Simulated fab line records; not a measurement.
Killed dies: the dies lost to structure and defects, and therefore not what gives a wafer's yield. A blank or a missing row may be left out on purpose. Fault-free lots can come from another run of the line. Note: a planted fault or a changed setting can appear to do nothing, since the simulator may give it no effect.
Matching of chambers + flow berkeley-cmos170 + 4 sister chambers for UCB170_V1_CMP_02 on cmp-02
The step polishes SiO2. 4 wafers are shown with their chamber, then 6 later ones without.

== EACH WAFER AND ITS CHAMBER ==
| wafer  | chamber | motor-current-A (A) |
|--------|---------|---------------------|
| L373.2 | 0       | 14.8                |
| L374.5 | 3       | 15.6                |
| L375.4 | 2       | 16.9                |
| L375.5 | 1       | 14.5                |

== WAFERS MISSING THEIR CHAMBER ==
| wafer  | motor-current-A (A) |
|--------|---------------------|
| L375.6 | 14.5                |
| L385.1 | 14.6                |
| L385.2 | 14.9                |
| L385.4 | 18.7                |
| L387.1 | 14.3                |
| L387.3 | 17.8                |

== EACH ONE'S CHAMBER ==
| wafer  | from the rows above          | in truth |
|--------|------------------------------|----------|
| L375.6 | can't be placed: 1 or 0 or 3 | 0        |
| L385.1 | can't be placed: 1 or 0 or 3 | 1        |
| L385.2 | can't be placed: 0 or 1 or 3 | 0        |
| L385.4 | can't be placed: 2 or 3      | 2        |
| L387.1 | can't be placed: 1 or 0 or 3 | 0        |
| L387.3 | can't be placed: 2 or 3      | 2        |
0 of 6 placed correctly. From these rows, 6 cannot be placed; in 6 the true chamber is one of the candidates. Wrongly placed: 0.
How it was worked out, from the rows above alone: a wafer's distance from a chamber is the root of the sum, over the readings, of the square of ((its reading less the chamber's mean) divided by the reading's scatter). If the next closest chamber is less than 2 further off than the closest, the wafer can't be placed; otherwise it belongs to the closest. For every chamber, the mean is computed from those of its wafers that are shown. The scatter: root of mean squared gap, hidden wafer to nearest shown wafer, with one shown wafer a chamber.
